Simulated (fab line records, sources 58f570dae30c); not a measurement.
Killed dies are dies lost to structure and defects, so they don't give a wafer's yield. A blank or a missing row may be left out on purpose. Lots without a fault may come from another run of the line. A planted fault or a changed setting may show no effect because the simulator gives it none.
Which tool did it? | flow berkeley_cmos170 | 7 lots, 21 wafers sampled, at 1 step of a route of 331

WHAT THE GAUGES READ, wafer by wafer
UCB170_PWELL_THK_MEAS_06.
lot  | measured    | on            | PWELL_NITRIDE_THK (nm)
L397 | day 3 18:55 | film_metro-03 | 216.2 215.8 217.0
L400 | day 4 04:43 | film_metro-03 | 218.1 219.2 218.6
L401 | day 4 13:42 | film_metro-03 | 219.5 219.6 219.1
L403 | day 4 23:49 | film_metro-01 | 221.3 221.3 221.8
L406 | day 5 09:19 | film_metro-03 | 218.0 218.1 218.1
L416 | day 7 05:49 | film_metro-04 | 222.5 221.0 222.6
L417 | day 7 17:37 | film_metro-03 | 221.7 220.3 221.8

WHICH TOOL RAN EACH LOT (tool, then ch and the chambers of the sampled wafers, then the start)
The record holds no process step before these readings.

THE ANSWER, worked out from the rows above alone
Rule: what is usual is taken from the lots themselves. Put in order of their means at a reading, lots are off if they are a third of the lots or fewer, leave a main group of 4 or more, and stand apart from it by a gap of 3 or more times the standard deviation of the main group's means; of several such gaps the widest counts. A main group whose means are all the same, to the digits that the tables above print for the reading, isn't used. A lot without any number at a reading at which 4 lots or more have one is off too. The other lots that the step has rows for count as sound.
No lot is off at any reading shown: from this, nothing can be told.

WHAT THE SIMULATOR HAD PUT IN
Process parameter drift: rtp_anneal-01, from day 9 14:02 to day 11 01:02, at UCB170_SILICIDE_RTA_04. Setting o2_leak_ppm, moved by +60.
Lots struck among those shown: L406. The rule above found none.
